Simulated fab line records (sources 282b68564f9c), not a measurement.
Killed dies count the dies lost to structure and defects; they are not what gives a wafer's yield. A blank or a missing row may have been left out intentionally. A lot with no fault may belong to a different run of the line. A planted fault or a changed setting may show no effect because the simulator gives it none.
fab line records | flow ritCmos | part 1 of 2: steps 1 to 35 of 48
record: lots: 5 wafers: 15 lastDay: 7
route steps=202 shown ACTIVE@9 FOX1@20 FOX2@23 NWELL@28 PWELL@39 WELLDRIVE@50 NRETRO@53
lots untouched by any fault: they come from a run of this same line in which no faults occurred
startH: hours from the record's first day to the start of the lot's first wafer shown | waitH: hours since the lot's step before | " as in the row above | L1.1+2: a row that stands for several wafers | - no value, or no start given | * or withheld: withheld | < > ~ a bound
route shown NAME@n: a module of which the file shows steps, and the number in the route of the first | usual: mean and standard deviation over wafers with no fault | same: alike in all rows | chamber/n: place in a boat | sites: each site's reading | _std_site: the standard deviation of these | _edge_site: outer sites' mean less inner sites' | radiusMm: how far each site lies from the wafer's centre | mask NAME#n: copy n | behind: tool/chamber where the wafer was last shaped | hold: why the lot was held/for how many hours/how that ended | device: the n, p or np transistor that did not switch | end of line: the tests these same wafers got at the end of their route | a step given without rows: its recipe and nothing more | killed: count of dies lost to structure and defects at first sort (not the wafer's yield) | map: dies across one wafer; x = killed, . = not, _ = none there
set.NAME: setting as actually run; set.NAME@STEP: the setting as run at that earlier step | model.NAME: the simulator's own value behind a step, which no gauge read
a table for each step, a row for each wafer; lots at some steps of the route
services: when a tool's chamber went out of use (startH, in hours from the record's first day, below 0 if earlier), for how many hours, and the reason
== steps ==
step: RIT_ACTIVE_EXPOSE_08
recipe: maskId: M1 na: 0.6 sourceShape: conventional sigmaOuter: 0.6 targetCdNm: 1400 doseMj: 225
same: na: 0.6
columns lot.wafer tool chamber startH waitH mask
L075.1+4+5 ilineStepper-01 0 19.96 0.2 M1#0
L076.1+2+3 ilineStepper-01 0 25.62 0.1 M1#0
L083.3+4+6 ilineStepper-02 0 62.68 0.2 M1#0
L085.2+3+4 ilineStepper-02 0 69.53 0.2 M1#0
L097.4+5+6 ilineStepper-01 0 131.09 0.4 M1#0
step: RIT_ACTIVE_PEB_09
recipe: resist: NOVOLAK tempC: withheld timeS: withheld
columns lot.wafer tool chamber startH waitH
L075.1+4+5 lithoTrack-01 0 20.07 0.1
L076.1+2+3 lithoTrack-04 0 25.73 0.1
L083.3+4+6 lithoTrack-02 0 62.81 0.1
L085.2+3+4 lithoTrack-02 0 69.82 0.3
L097.4+5+6 lithoTrack-04 0 131.28 0.2
step: RIT_ACTIVE_DEVELOP_10
recipe: resist: NOVOLAK developTimeS: 50 devTempC: 23
usual: developerTempC: 22.97/0.12
columns lot.wafer tool chamber startH waitH developerTempC
L075.1 lithoTrack-01 0 - - 23.07
L075.4 " 0 " " 22.69
L075.5 " 0 " " 22.88
L076.1 lithoTrack-04 0 - - 22.73
L076.2 " 0 " " 22.60
L076.3 " 0 " " 22.91
L083.3 lithoTrack-02 0 - - 23.03
L083.4 " 0 " " 22.82
L083.6 " 0 " " 22.92
L085.2 lithoTrack-02 0 - - 22.90
L085.3 " 0 " " 22.88
L085.4 " 0 " " 22.94
L097.4 lithoTrack-04 0 - - 23.07
L097.5 " 0 " " 23.00
L097.6 " 0 " " 23.08
step: RIT_ACTIVE_CD_MEAS_11
recipe: targetCdNm: 1400
usual: cdNm: 1399.4/2.3
columns lot.wafer tool chamber startH waitH cdNm
L075.1 cdSem-01 - 20.36 - 1398.1
L075.4 " - " " 1398.7
L075.5 " - " " 1398.7
L076.1 cdSem-01 - 26.02 - 1399.8
L076.2 " - " " 1401.3
L076.3 " - " " 1397.8
L083.3 cdSem-02 - 63.08 - 1396.2
L083.4 " - " " 1395.9
L083.6 " - " " 1396.5
L085.2 cdSem-01 - 70.10 - 1398.4
L085.3 " - " " 1399.0
L085.4 " - " " 1397.2
L097.4 cdSem-01 - 131.55 - 1402.3
L097.5 " - " " 1400.9
L097.6 " - " " 1403.3
step: RIT_ACTIVE_HARDBAKE_12
recipe: resist: NOVOLAK tempC: 140 timeS: 60
columns lot.wafer tool chamber startH waitH
L075.1+4+5 lithoTrack-02 0 20.48 0.1
L076.1+2+3 lithoTrack-04 0 26.14 0.1
L083.3+4+6 lithoTrack-01 0 63.21 0.1
L085.2+3+4 lithoTrack-01 0 70.22 0.1
L097.4+5+6 lithoTrack-01 0 131.76 0.2
step: RIT_ACTIVE_ETCH_13
recipe: stopOn: SiO2 chemistry: SF6 target: Si3N4 timeS: 210 overEtchFrac: 0.4 SF6_flow_sccm: 200 pressureMtorr: 260 rfW: 125 targetDepthA: 2100
usual: chamberPressureMTorr: 259.99/0.26 drypumpMotorCurrentA: 5.9/0.44 oesProductAu: 0.825/0.013 throttleValvePct: 7.50/0.12
columns lot.wafer tool chamber startH waitH chamberPressureMTorr drypumpMotorCurrentA oesProductAu rfHoursCounterH throttleValvePct
L075.1 rieDiel-03 3 20.63 0.1 259.91 6.5 0.816 142 7.48
L075.4 " 0 " " 260.36 5.9 0.822 95 7.71
L075.5 " 1 " " 260.07 5.5 0.834 - 7.54
L076.1 rieDiel-04 0 26.29 0.1 259.79 6.6 0.822 49 7.65
L076.2 " 3 " " 260.24 5.1 0.828 41 7.29
L076.3 " 1 " " 259.70 6.2 0.849 158 7.49
L083.3 rieDiel-02 1 63.31 0.1 259.59 6.0 0.832 17 7.51
L083.4 " 3 " " 259.93 5.8 0.805 112 7.40
L083.6 " 0 " " 260.07 5.7 0.815 - 7.50
L085.2 rieDiel-02 3 70.35 0.1 259.51 5.8 0.804 112 7.40
L085.3 " 0 " " 260.37 5.7 0.822 145 7.50
L085.4 " 1 " " 259.65 6.0 0.849 18 7.54
L097.4 rieDiel-03 1 131.83 0.1 259.89 5.4 0.845 147 7.54
L097.5 " 1 " " 260.14 5.4 0.843 - 7.53
L097.6 " 2 " " 260.03 5.4 0.833 - 7.64
step: RIT_ACTIVE_STRIP_14
recipe: chemistry: O2 timeS: 180 resist: NOVOLAK platenTempC: withheld powerW: 500 pressureMtorr: 4000 o2FlowSccm: 4000
usual: chamberPressureMTorr: 4000/3.6 drypumpMotorCurrentA: 5.7/0.35 o2FlowSccm: 4000/11 rfReflPowerW: 7.5/0.98
columns lot.wafer tool chamber startH waitH chamberPressureMTorr drypumpMotorCurrentA o2FlowSccm rfHoursCounterH rfReflPowerW
L075.1 plasmaAsher-02 1 20.76 0.1 3999 6.5 3969 40 7.7
L075.4 " 0 " " 3997 5.5 4006 - 8.1
L075.5 " 1 " " 4000 6.5 3998 - 8.0
L076.1 plasmaAsher-03 1 26.42 0.1 4001 5.6 3997 32 6.0
L076.2 " 0 " " 3994 5.6 4013 32 8.5
L076.3 " 0 " " 3997 5.7 4002 - 8.5
L083.3 plasmaAsher-03 1 63.51 0.1 4005 5.6 3992 - 5.9
L083.4 " 0 " " 4002 5.7 4015 - 8.6
L083.6 " 0 " " 3995 5.6 4003 - 8.3
L085.2 plasmaAsher-04 1 70.48 0.1 4005 5.7 4013 42 8.2
L085.3 " 1 " " 3999 5.7 3998 - 8.5
L085.4 " 0 " " 4007 5.3 4008 - 6.6
L097.4 plasmaAsher-02 1 132.02 0.1 4000 6.5 4017 - 8.3
L097.5 " 1 " " 4001 6.5 3990 - 8.1
L097.6 " 0 " " 4001 5.5 4004 - 7.7
step: RIT_ACTIVE_CD_MEAS_90
recipe: targetCdNm: 1400
usual: cdNm: 1399.5/2.3
columns lot.wafer tool chamber startH waitH cdNm
L075.1 cdSem-02 - 20.94 0.1 1398.1
L075.4 " - " " 1399.0
L075.5 " - " " 1399.3
L076.1 cdSem-02 - 26.59 0.1 1399.4
L076.2 " - " " 1401.8
L076.3 " - " " 1398.2
L083.3 cdSem-01 - 63.66 0.1 1396.4
L083.4 " - " " 1396.0
L083.6 " - " " 1396.7
L085.2 cdSem-01 - 70.68 0.1 1398.6
L085.3 " - " " 1399.1
L085.4 " - " " 1397.7
L097.4 cdSem-01 - 132.20 0.1 1402.9
L097.5 " - " " 1401.6
L097.6 " - " " 1403.3
step: RIT_ACTIVE_CLEAN_15
recipe: chemistry: SC1 mix: 3:3:50 timeS: 600 tempC: 75
columns lot.wafer tool chamber startH waitH
L075.1+4+5 wetBench-04 1 21.06 0.1
L076.1+2+3 wetBench-02 1 26.71 0.1
L083.3+4+6 wetBench-04 3 63.74 0.1
L085.2+3+4 wetBench-04 1 70.78 0.1
L097.4+5+6 wetBench-02 1 132.26 0.0
step: RIT_ACTIVE_CLEAN_16
recipe: chemistry: dHF dilution: 50:1 timeS: 30
columns lot.wafer tool chamber startH waitH
L075.1+4+5 wetBench-02 0 21.23 0.0
L076.1+2+3 wetBench-04 1 26.90 0.0
L083.3+4+6 wetBench-02 2 63.92 0.0
L085.2+3+4 wetBench-01 3 70.95 0.0
L097.4+5+6 wetBench-04 1 132.61 0.0
step: RIT_ACTIVE_CLEAN_17
recipe: chemistry: SC2 mix: 3:3:50 timeS: 600 tempC: 75 dry: n2Spin
columns lot.wafer tool chamber startH waitH
L075.1+4+5 wetBench-01 3 21.25 0.0
L076.1+2+3 wetBench-01 0 26.92 0.0
L083.3+4+6 wetBench-04 1 63.95 0.0
L085.2+3+4 wetBench-04 3 70.97 0.0
L097.4+5+6 wetBench-01 3 132.63 0.0
step: RIT_FOX1_OXIDATION_00
recipe: tempC: 1100 ambient: H2O targetThkA: 3507 pH2oTorr: 720 oxTimeS: 1130
columns lot.wafer tool chamber startH waitH
L075.1+4+5 furnace-03 0 24.10 2.7
L076.1+2+3 furnace-03 0 29.73 2.6
L083.3+4+6 furnace-03 0 67.66 3.5
L085.2+3+4 furnace-03 0 74.62 3.5
L097.4+5+6 furnace-01 0 133.63 0.8
step: RIT_FOX1_THK_MEAS_01
recipe: reads: SiO2_of_FOX1_OXIDATION_00
usual: FOX1_OXIDE_THK: 350/7.9
columns lot.wafer tool chamber startH waitH FOX1_OXIDE_THK[nm]
L075.1 filmMetro-02 - 25.41 0.0 355
L075.4 " - " " 355
L075.5 " - " " 355
L076.1 filmMetro-02 - 31.05 0.0 346
L076.2 " - " " 350
L076.3 " - " " 353
L083.3 filmMetro-04 - 68.99 0.0 345
L083.4 " - " " 357
L083.6 " - " " 352
L085.2 filmMetro-02 - 75.94 0.0 339
L085.3 " - " " 350
L085.4 " - " " 338
L097.4 filmMetro-02 - 134.97 0.0 351
L097.5 " - " " 346
L097.6 " - " " 349
step: RIT_FOX1_WET_ETCH_02
recipe: chemistry: BOE targetDepthNm: 350 timeS: 390 tempC: 21.5 dry: n2Spin dilution: 10:1 target: SiO2
columns lot.wafer tool chamber startH waitH
L075.1+4+5 wetBench-01 2 25.47 0.1
L076.1+2+3 wetBench-01 2 31.11 0.1
L083.3+4+6 wetBench-01 1 69.03 0.0
L085.2+3+4 wetBench-02 1 75.99 0.0
L097.4+5+6 wetBench-02 1 135.00 0.0
step: RIT_FOX2_OXIDATION_00
recipe: tempC: 1100 ambient: H2O targetThkA: 3507 pH2oTorr: 720 oxTimeS: 1130
columns lot.wafer tool chamber startH waitH
L075.1+4+5 furnace-03 0 27.35 1.7
L076.1+2+3 furnace-01 0 36.32 5.1
L083.3+4+6 furnace-03 0 70.04 0.9
L085.2+3+4 furnace-04 0 85.69 9.6
L097.4+5+6 furnace-04 0 136.10 0.8
step: RIT_FOX2_THK_MEAS_01
recipe: reads: SiO2_of_FOX2_OXIDATION_00
usual: FOX2_OXIDE_THK: 350/6.4
columns lot.wafer tool chamber startH waitH FOX2_OXIDE_THK[nm]
L075.1 filmMetro-03 - 28.66 0.0 343
L075.4 " - " " 347
L075.5 " - " " 345
L076.1 filmMetro-04 - 37.64 0.0 353
L076.2 " - " " 352
L076.3 " - " " 346
L083.3 filmMetro-03 - 71.38 0.0 348
L083.4 " - " " 350
L083.6 " - " " 350
L085.2 filmMetro-04 - 87.01 0.0 352
L085.3 " - " " 354
L085.4 " - " " 353
L097.4 filmMetro-01 - 137.44 0.0 348
L097.5 " - " " 346
L097.6 " - " " 348
step: RIT_FOX2_CLEAN_02
recipe: chemistry: dHF dilution: 50:1 timeS: 180
columns lot.wafer tool chamber startH waitH
L075.1+4+5 wetBench-03 1 28.72 0.1
L076.1+2+3 wetBench-03 3 37.70 0.1
L083.3+4+6 wetBench-03 3 71.42 0.0
L085.2+3+4 wetBench-04 2 87.06 0.0
L097.4+5+6 wetBench-04 3 137.47 0.0
step: RIT_FOX2_WET_ETCH_03
recipe: chemistry: H3PO4 target: Si3N4 targetDepthNm: 195 tempC: 165 timeS: 2700
columns lot.wafer tool chamber startH waitH
L075.1+4+5 wetBench-04 0 28.97 0.0
L076.1+2+3 wetBench-02 0 37.81 0.0
L083.3+4+6 wetBench-04 2 71.48 0.0
L085.2+3+4 wetBench-02 1 87.19 0.0
L097.4+5+6 wetBench-02 3 137.53 0.0
step: RIT_FOX2_THK_MEAS_90
recipe: reads: SiO2_of_FOX2_OXIDATION_00
usual: FIELD_OXIDE_LEFT_1_THK: 323/6.4
columns lot.wafer tool chamber startH waitH FIELD_OXIDE_LEFT_1_THK[nm]
L075.1 filmMetro-03 - 29.80 0.0 316
L075.4 " - " " 320
L075.5 " - " " 318
L076.1 filmMetro-03 - 38.57 0.0 326
L076.2 " - " " 325
L076.3 " - " " 319
L083.3 filmMetro-04 - 72.25 0.0 320
L083.4 " - " " 322
L083.6 " - " " 323
L085.2 filmMetro-04 - 87.96 0.0 324
L085.3 " - " " 327
L085.4 " - " " 326
L097.4 filmMetro-03 - 138.39 0.0 321
L097.5 " - " " 319
L097.6 " - " " 321
step: RIT_NWELL_HMDS_00
recipe: primeTimeS: 60 primeTempC: 140
columns lot.wafer tool chamber startH waitH
L075.1+4+5 lithoTrack-03 0 29.86 0.1
L076.1+2+3 lithoTrack-03 0 38.63 0.1
L083.3+4+6 lithoTrack-02 0 72.34 0.1
L085.2+3+4 lithoTrack-03 0 88.03 0.1
L097.4+5+6 lithoTrack-02 0 138.60 0.2
step: RIT_NWELL_COAT_01
recipe: resist: NOVOLAK spinRpm: 2000 resistThkNm: 1300
columns lot.wafer tool chamber startH waitH
L075.1+4+5 lithoTrack-03 0 30.01 0.1
L076.1+2+3 lithoTrack-03 0 38.78 0.1
L083.3+4+6 lithoTrack-02 0 72.49 0.1
L085.2+3+4 lithoTrack-03 0 88.18 0.1
L097.4+5+6 lithoTrack-02 0 138.75 0.1
step: RIT_NWELL_SOFTBAKE_02
recipe: resist: NOVOLAK tempC: 90 timeS: 60
columns lot.wafer tool chamber startH waitH
L075.1+4+5 lithoTrack-03 0 30.16 0.1
L076.1+2+3 lithoTrack-03 0 38.93 0.1
L083.3+4+6 lithoTrack-02 0 72.64 0.1
L085.2+3+4 lithoTrack-03 0 88.33 0.1
L097.4+5+6 lithoTrack-02 0 138.90 0.1
step: RIT_NWELL_EXPOSE_03
recipe: maskId: M2 na: 0.57 targetCdNm: 43900 doseMj: 250
same: na: 0.57
columns lot.wafer tool chamber startH waitH mask
L075.1+4+5 ilineStepper-02 0 30.31 0.1 M2#0
L076.1+2+3 ilineStepper-01 0 39.21 0.2 M2#0
L083.3+4+6 ilineStepper-01 0 72.91 0.2 M2#0
L085.2+3+4 ilineStepper-02 0 88.60 0.2 M2#0
L097.4+5+6 ilineStepper-01 0 139.15 0.2 M2#0
step: RIT_NWELL_PEB_04
recipe: resist: NOVOLAK tempC: withheld timeS: withheld
columns lot.wafer tool chamber startH waitH
L075.1+4+5 lithoTrack-04 0 30.43 0.1
L076.1+2+3 lithoTrack-04 0 39.32 0.1
L083.3+4+6 lithoTrack-02 0 73.04 0.1
L085.2+3+4 lithoTrack-03 0 88.73 0.1
L097.4+5+6 lithoTrack-03 0 139.37 0.2
step: RIT_NWELL_DEVELOP_05
recipe: resist: NOVOLAK developTimeS: 68 devTempC: 23
usual: developerTempC: 23.02/0.12
columns lot.wafer tool chamber startH waitH developerTempC
L075.1 lithoTrack-04 0 - - 23.22
L075.4 " 0 " " 23.25
L075.5 " 0 " " 23.24
L076.1 lithoTrack-04 0 - - 22.82
L076.2 " 0 " " 23.12
L076.3 " 0 " " 22.73
L083.3 lithoTrack-02 0 - - 23.20
L083.4 " 0 " " 23.12
L083.6 " 0 " " 22.94
L085.2 lithoTrack-03 0 - - 22.95
L085.3 " 0 " " 23.08
L085.4 " 0 " " 23.09
L097.4 lithoTrack-03 0 - - 22.95
L097.5 " 0 " " 23.06
L097.6 " 0 " " 22.92
step: RIT_NWELL_OVL_MEAS_06
usual: NWELL_OVL: -0.1/1.2
columns lot.wafer tool chamber startH waitH NWELL_OVL[nm]
L075.1 overlay-02 - 30.74 - 0.1
L075.4 " - " " 0.8
L075.5 " - " " 0.0
L076.1 overlay-02 - 39.64 - -1.1
L076.2 " - " " -0.7
L076.3 " - " " 0.0
L083.3 overlay-01 - 73.31 - -1.6
L083.4 " - " " -0.1
L083.6 " - " " 1.3
L085.2 overlay-02 - 89.02 - 0.0
L085.3 " - " " -1.7
L085.4 " - " " -0.8
L097.4 overlay-01 - 139.63 - 0.0
L097.5 " - " " -1.3
L097.6 " - " " -1.1
step: RIT_NWELL_HARDBAKE_07
recipe: resist: NOVOLAK tempC: 140 timeS: 120
columns lot.wafer tool chamber startH waitH
L075.1+4+5 lithoTrack-04 0 30.78 0.0
L076.1+2+3 lithoTrack-02 0 39.67 0.0
L083.3+4+6 lithoTrack-02 0 73.42 0.1
L085.2+3+4 lithoTrack-04 0 89.09 0.1
L097.4+5+6 lithoTrack-04 0 139.89 0.3
step: RIT_NWELL_IMPLANT_08
recipe: species: P energyKev: 170 doseCm2: 5e+13 tiltDeg: 7
columns lot.wafer tool chamber startH waitH
L075.1+4+5 implanter-04 0 31.03 0.2
L076.1+2+3 implanter-03 0 39.92 0.2
L083.3+4+6 implanter-04 0 73.64 0.2
L085.2+3+4 implanter-03 0 89.32 0.2
L097.4+5+6 implanter-04 0 140.09 0.2
step: RIT_NWELL_STRIP_09
recipe: chemistry: O2 timeS: 180 resist: NOVOLAK platenTempC: withheld powerW: 500 pressureMtorr: 4000 o2FlowSccm: 4000
usual: chamberPressureMTorr: 4000/3.7 drypumpMotorCurrentA: 5.5/0.34 o2FlowSccm: 3999/12 rfReflPowerW: 7.3/0.9
columns lot.wafer tool chamber startH waitH chamberPressureMTorr drypumpMotorCurrentA o2FlowSccm rfHoursCounterH rfReflPowerW
L075.1 plasmaAsher-01 0 31.18 0.1 4000 6.0 3999 24 7.9
L075.4 " 1 " " 3995 5.0 3985 - 6.7
L075.5 " 1 " " 4008 5.0 3998 - 6.3
L076.1 plasmaAsher-04 1 40.07 0.1 4004 5.8 3987 40 8.2
L076.2 " 0 " " 4002 5.3 3985 40 6.4
L076.3 " 0 " " 3999 5.3 3992 - 6.7
L083.3 plasmaAsher-04 0 73.79 0.1 4001 5.3 3986 - 6.7
L083.4 " 1 " " 4005 5.8 3985 - 8.4
L083.6 " 1 " " 3997 5.7 4003 - 8.4
L085.2 plasmaAsher-01 0 89.45 0.1 4000 5.9 3978 29 7.6
L085.3 " 0 " " 3996 6.0 3991 - 7.8
L085.4 " 1 " " 3999 5.0 4012 - 6.4
L097.4 plasmaAsher-01 0 140.22 0.1 3997 6.0 4004 - 7.6
L097.5 " 0 " " 4003 6.0 3986 - 7.8
L097.6 " 1 " " 4006 5.0 3976 - 6.7
step: RIT_NWELL_TW_MEAS_10
usual: NWELL_TW: 2146/23
columns lot.wafer tool chamber startH waitH NWELL_TW
L075.1 filmMetro-01 - 31.35 0.1 2161
L075.4 " - " " 2167
L075.5 " - " " 2169
L076.1 filmMetro-02 - 40.25 0.1 2129
L076.2 " - " " 2157
L076.3 " - " " 2145
L083.3 filmMetro-04 - 73.93 0.1 2149
L083.4 " - " " 2126
L083.6 " - " " 2127
L085.2 filmMetro-01 - 89.63 0.1 2169
L085.3 " - " " 2153
L085.4 " - " " 2163
L097.4 filmMetro-01 - 140.37 0.1 2181
L097.5 " - " " 2162
L097.6 " - " " 2176
step: RIT_PWELL_HMDS_00
recipe: primeTimeS: 60 primeTempC: 140
columns lot.wafer tool chamber startH waitH
L075.1+4+5 lithoTrack-04 0 31.41 0.1
L076.1+2+3 lithoTrack-01 0 40.31 0.1
L083.3+4+6 lithoTrack-01 0 74.02 0.1
L085.2+3+4 lithoTrack-04 0 89.71 0.1
L097.4+5+6 lithoTrack-01 0 140.58 0.2
step: RIT_PWELL_COAT_01
recipe: resist: NOVOLAK spinRpm: 2000 resistThkNm: 1300
columns lot.wafer tool chamber startH waitH
L075.1+4+5 lithoTrack-04 0 31.56 0.1
L076.1+2+3 lithoTrack-01 0 40.46 0.1
L083.3+4+6 lithoTrack-01 0 74.17 0.1
L085.2+3+4 lithoTrack-04 0 89.86 0.1
L097.4+5+6 lithoTrack-01 0 140.73 0.1
step: RIT_PWELL_SOFTBAKE_02
recipe: resist: NOVOLAK tempC: 90 timeS: 60
columns lot.wafer tool chamber startH waitH
L075.1+4+5 lithoTrack-04 0 31.71 0.1
L076.1+2+3 lithoTrack-01 0 40.61 0.1
L083.3+4+6 lithoTrack-01 0 74.32 0.1
L085.2+3+4 lithoTrack-04 0 90.01 0.1
L097.4+5+6 lithoTrack-01 0 140.88 0.1
step: RIT_PWELL_EXPOSE_03
recipe: maskId: M3 na: 0.57 targetCdNm: 43700 doseMj: 250
same: na: 0.57
columns lot.wafer tool chamber startH waitH mask
L075.1+4+5 ilineStepper-02 0 31.99 0.2 M3#0
L076.1+2+3 ilineStepper-01 0 40.88 0.2 M3#0
L083.3+4+6 ilineStepper-02 0 74.46 0.1 M3#0
L085.2+3+4 ilineStepper-02 0 90.15 0.1 M3#0
L097.4+5+6 ilineStepper-02 0 141.01 0.1 M3#0
step: RIT_PWELL_PEB_04
recipe: resist: NOVOLAK tempC: withheld timeS: withheld
columns lot.wafer tool chamber startH waitH
L075.1+4+5 lithoTrack-04 0 32.10 0.1
L076.1+2+3 lithoTrack-03 0 41.00 0.1
L083.3+4+6 lithoTrack-03 0 74.59 0.1
L085.2+3+4 lithoTrack-01 0 90.28 0.1
L097.4+5+6 lithoTrack-03 0 141.15 0.1
